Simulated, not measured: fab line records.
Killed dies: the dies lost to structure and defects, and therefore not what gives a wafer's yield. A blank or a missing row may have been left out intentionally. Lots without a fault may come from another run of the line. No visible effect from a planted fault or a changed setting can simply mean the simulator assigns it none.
Which tool is to blame? || flow rit-cmos || 15 lots, 45 wafers sampled, at 3 steps of a route of 202

WHAT THE GAUGES SHOWED, per wafer
RIT_NRETRO_OVL_MEAS_06.
{"lot": "L210", "measured": "day 2 05:30", "on": "overlay-01", "NRETRO_OVL (nm)": "1.2 1.5 2.1"}
{"lot": "L211", "measured": "day 2 11:03", "on": "overlay-01", "NRETRO_OVL (nm)": "0.5 -0.3 1.3"}
{"lot": "L212", "measured": "day 2 17:03", "on": "overlay-01", "NRETRO_OVL (nm)": "0.6 1.3 -0.3"}
{"lot": "L213", "measured": "day 2 21:11", "on": "overlay-02", "NRETRO_OVL (nm)": "0.5 -0.6 -1.2"}
{"lot": "L215", "measured": "day 3 06:34", "on": "overlay-01", "NRETRO_OVL (nm)": "-1.2 -0.3 -0.3"}
{"lot": "L216", "measured": "day 3 11:34", "on": "overlay-01", "NRETRO_OVL (nm)": "1.0 0.0 1.9"}
{"lot": "L218", "measured": "day 3 23:13", "on": "overlay-02", "NRETRO_OVL (nm)": "2.1 0.1 2.1"}
{"lot": "L219", "measured": "day 4 02:47", "on": "overlay-01", "NRETRO_OVL (nm)": "1.0 -0.2 2.0"}
{"lot": "L220", "measured": "day 4 08:27", "on": "overlay-01", "NRETRO_OVL (nm)": "-0.6 1.4 -1.1"}
{"lot": "L221", "measured": "day 4 13:55", "on": "overlay-02", "NRETRO_OVL (nm)": "0.3 -2.0 -1.7"}
{"lot": "L223", "measured": "day 4 23:56", "on": "overlay-01", "NRETRO_OVL (nm)": "1.7 1.8 1.7"}
{"lot": "L225", "measured": "day 5 08:58", "on": "overlay-02", "NRETRO_OVL (nm)": "2.3 1.9 3.5"}
{"lot": "L227", "measured": "day 5 22:37", "on": "overlay-02", "NRETRO_OVL (nm)": "-0.6 -0.2 0.5"}
{"lot": "L229", "measured": "day 6 06:16", "on": "overlay-02", "NRETRO_OVL (nm)": "0.7 0.8 -1.8"}
{"lot": "L232", "measured": "day 6 19:23", "on": "overlay-01", "NRETRO_OVL (nm)": "-1.6 -1.7 -1.0"}

RIT_GATE_OVL_MEAS_17.
{"lot": "L210", "measured": "day 2 12:21", "on": "overlay-02", "GATE_OVL (nm)": "4.0 2.4 2.0"}
{"lot": "L211", "measured": "day 2 18:50", "on": "overlay-01", "GATE_OVL (nm)": "-1.3 -2.5 -2.1"}
{"lot": "L212", "measured": "day 3 03:10", "on": "overlay-02", "GATE_OVL (nm)": "0.2 -1.1 0.8"}
{"lot": "L213", "measured": "day 3 05:17", "on": "overlay-02", "GATE_OVL (nm)": "0.7 -1.3 -0.6"}
{"lot": "L215", "measured": "day 3 13:31", "on": "overlay-02", "GATE_OVL (nm)": "0.0 -0.6 0.0"}
{"lot": "L216", "measured": "day 3 19:38", "on": "overlay-01", "GATE_OVL (nm)": "-1.7 -2.7 -0.9"}
{"lot": "L218", "measured": "day 4 06:23", "on": "overlay-01", "GATE_OVL (nm)": "-0.4 0.9 0.9"}
{"lot": "L219", "measured": "day 4 09:43", "on": "overlay-02", "GATE_OVL (nm)": "0.5 0.4 2.0"}
{"lot": "L220", "measured": "day 4 15:38", "on": "overlay-02", "GATE_OVL (nm)": "1.1 0.0 1.6"}
{"lot": "L221", "measured": "day 4 21:07", "on": "overlay-01", "GATE_OVL (nm)": "0.5 -1.5 0.0"}
{"lot": "L223", "measured": "day 5 10:56", "on": "overlay-02", "GATE_OVL (nm)": "-1.0 -0.4 -1.8"}
{"lot": "L225", "measured": "day 5 17:59", "on": "overlay-01", "GATE_OVL (nm)": "-2.2 -0.5 -0.1"}
{"lot": "L227", "measured": "day 6 06:01", "on": "overlay-02", "GATE_OVL (nm)": "0.6 0.5 1.7"}
{"lot": "L229", "measured": "day 6 13:38", "on": "overlay-02", "GATE_OVL (nm)": "1.1 0.6 2.1"}
{"lot": "L232", "measured": "day 7 02:49", "on": "overlay-01", "GATE_OVL (nm)": "1.0 0.2 -0.4"}

RIT_NSD_OVL_MEAS_06.
{"lot": "L210", "measured": "day 2 22:49", "on": "overlay-01", "NSD_OVL (nm)": "1.0 -0.7 2.2"}
{"lot": "L211", "measured": "day 3 05:14", "on": "overlay-01", "NSD_OVL (nm)": "0.4 0.2 -1.6"}
{"lot": "L212", "measured": "day 3 13:10", "on": "overlay-02", "NSD_OVL (nm)": "2.9 2.2 2.7"}
{"lot": "L213", "measured": "day 3 15:32", "on": "overlay-02", "NSD_OVL (nm)": "0.7 2.9 2.0"}
{"lot": "L215", "measured": "day 4 00:43", "on": "overlay-02", "NSD_OVL (nm)": "-0.6 1.6 1.6"}
{"lot": "L216", "measured": "day 4 07:03", "on": "overlay-01", "NSD_OVL (nm)": "1.8 2.6 1.1"}
{"lot": "L218", "measured": "day 4 17:01", "on": "overlay-02", "NSD_OVL (nm)": "3.2 2.5 4.3"}
{"lot": "L219", "measured": "day 4 20:43", "on": "overlay-02", "NSD_OVL (nm)": "1.4 2.0 0.6"}
{"lot": "L220", "measured": "day 5 01:47", "on": "overlay-01", "NSD_OVL (nm)": "0.2 0.8 2.0"}
{"lot": "L221", "measured": "day 5 07:52", "on": "overlay-01", "NSD_OVL (nm)": "-0.3 1.4 -0.8"}
{"lot": "L223", "measured": "day 5 21:46", "on": "overlay-01", "NSD_OVL (nm)": "2.2 3.1 2.6"}
{"lot": "L225", "measured": "day 6 04:22", "on": "overlay-02", "NSD_OVL (nm)": "0.2 1.7 0.8"}
{"lot": "L227", "measured": "day 6 16:14", "on": "overlay-02", "NSD_OVL (nm)": "2.0 2.0 2.4"}
{"lot": "L229", "measured": "day 7 00:15", "on": "overlay-01", "NSD_OVL (nm)": "1.0 0.5 0.1"}
{"lot": "L232", "measured": "day 7 13:59", "on": "overlay-02", "NSD_OVL (nm)": "1.2 0.2 -1.3"}

WHICH TOOL RAN EACH LOT (tool, then ch and the chambers of the sampled wafers, then the start)
Record: no process step prior to these readings.

AS READ BY THE TOOLS THEMSELVES (means over the sampled wafers that have a number; for cases with no such wafer, the mark the record gives instead)
The record holds no such reading with a usual standard deviation.

THE ANSWER, worked out from the rows above alone
Rule: what is usual is taken from the lots themselves. Put in order of their means at a reading, lots are off if they are a third of the lots or fewer, leave a main group of 4 or more, and stand apart from it by a gap of 3 or more times the standard deviation of the main group's means; of several such gaps the widest counts. If all means in a main group match to the digits the tables above print for the reading, that group is not used. A lot without any number at a reading at which 4 lots or more have one is off too. The other lots that the step has rows for count as sound. After the gauges, taken in route order, come the tools' own readings; for these a lot's mean is taken, as printed above. The first step at which some lot is off is used, and at that step the reading that is off furthest; a lot without a number counts as furthest.
Across all readings shown, no lot is off: no conclusion can be drawn from this.

WHAT HAD BEEN PUT IN BY THE SIMULATOR
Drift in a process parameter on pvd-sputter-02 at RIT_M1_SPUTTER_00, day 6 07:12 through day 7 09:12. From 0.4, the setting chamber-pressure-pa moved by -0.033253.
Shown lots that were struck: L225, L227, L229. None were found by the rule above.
